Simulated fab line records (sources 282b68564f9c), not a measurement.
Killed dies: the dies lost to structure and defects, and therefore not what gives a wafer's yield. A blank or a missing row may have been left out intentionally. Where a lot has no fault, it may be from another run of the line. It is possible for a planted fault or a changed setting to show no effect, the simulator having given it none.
A lot that was struck, set against a sound lot    flow ritCmos    14 steps out of a route of 202
Sound: the wafers L206.1, L206.3, L206.4. Struck: wafers L214.2, L214.6. (L214.3 of the same lot was not struck and is left out.) The cause comes at the end.
Each step with rows lists, per side, the tool, then ch with its chambers, then its first start. Under that, the readings that differ: sound wafers    struck wafers    difference of the means    sigmas: that difference in standard deviations of wafers without a fault.
alike: same words and numbers on both sides, and readings whose means sit less than 2 such deviations apart. not compared: any withheld reading, any reading some wafer has no value for, any bound like >300 that may hide the same value, and any number with overlapping values for which the record gives no deviation.
A row with sigmas, a row that says differs or no value, or rows on one side alone: a step with any of these is where the two part. When numbers do not overlap yet have no deviation, they are printed without sigmas and do not part them. Lack of a reading on every wafer of one side parts them only where that side has two or more wafers.

RIT_SILICIDE_RTA_06: time 10 s, ramp up 5 s, ramp down 10 s.
  sound on rtpAnneal-02 ch 0, day 3 23:08; struck on rtpAnneal-02 ch 0, day 5 18:04
  alike: wafer_temp_C_max
RIT_CONTACT_CVD_00: deposits SiO2 from TEOS, target thk 400 nm, time 61 s.
  sound on pecvd-02 ch 1,2, day 3 23:11; struck on pecvd-04 ch 0,2, day 5 18:07
  alike: heaterPowerW, rfFwdPowerW
RIT_CONTACT_THK_MEAS_01:
  sound: filmMetro-03 at day 3 23:16; struck: filmMetro-03 at day 5 18:11
  alike: CONTACT_TEOS_THK
then, 6 steps without rows for these wafers: RIT_CONTACT_HMDS_02 (prime time 60 s); RIT_CONTACT_COAT_03 (resist thk 1000 nm); RIT_CONTACT_SOFTBAKE_04 (time 60 s); RIT_CONTACT_EXPOSE_05 (exposes mask M11, target cd 1000 nm); RIT_CONTACT_PEB_06; RIT_CONTACT_DEVELOP_07 (develop time 120 s).
RIT_CONTACT_CD_MEAS_08 targets a cd of 1000 nm.
  sound: cdSem-01 at day 4 00:20; struck: cdSem-01 at day 5 19:20
  alike: cdNm
RIT_CONTACT_OVL_MEAS_09:
  sound: overlay-01 at day 4 00:29; struck: overlay-01 at day 5 19:27
reading           sound           struck     difference  sigmas
CONTACT_OVL (nm)  -3.4 -3.9 -4.0  -0.7 -1.2  +2.8        +2
then, 1 step without rows for these wafers: RIT_CONTACT_HARDBAKE_10 (time 60 s).
RIT_CONTACT_ETCH_11: etches SiO2 in CHF3/CF4/Ar, stops on TiSi2, target depth 480 nm, time 320 s.
  sound on rieDiel-03 ch 1,2, day 4 00:40; struck on rieDiel-03 ch 3, day 5 19:38
reading                                      sound              struck       difference  sigmas
model.etch.depthNm (nm)                      392.6 399.3 401.9  320.7 318.7  -78.2       
model.CONTACT.featureDepthNm (nm)            392.6 399.3 401.9  320.7 318.7  -78.2       
model.NOVOLAK_of_CONTACT_COAT_03.thkNm (nm)  773.2 769.1 770.4  809 811.1    +39         
  alike: drypumpMotorCurrentA, oesProductAu, rfFwdPowerW, throttleValvePct
  not compared: rfHoursCounterH
RIT_CONTACT_STRIP_12: strips in O2, time 180 s.
  sound on plasmaAsher-04 ch 0,1, day 4 00:52; struck on plasmaAsher-03 ch 0,1, day 5 19:49
  alike: drypumpMotorCurrentA
  not compared: rfHoursCounterH

WHERE THEY PART
Within this record, at RIT_CONTACT_OVL_MEAS_09 only. Later steps at which nothing parts them and some readings are alike: RIT_CONTACT_ETCH_11, RIT_CONTACT_STRIP_12.

WHY: whatever the simulator had introduced
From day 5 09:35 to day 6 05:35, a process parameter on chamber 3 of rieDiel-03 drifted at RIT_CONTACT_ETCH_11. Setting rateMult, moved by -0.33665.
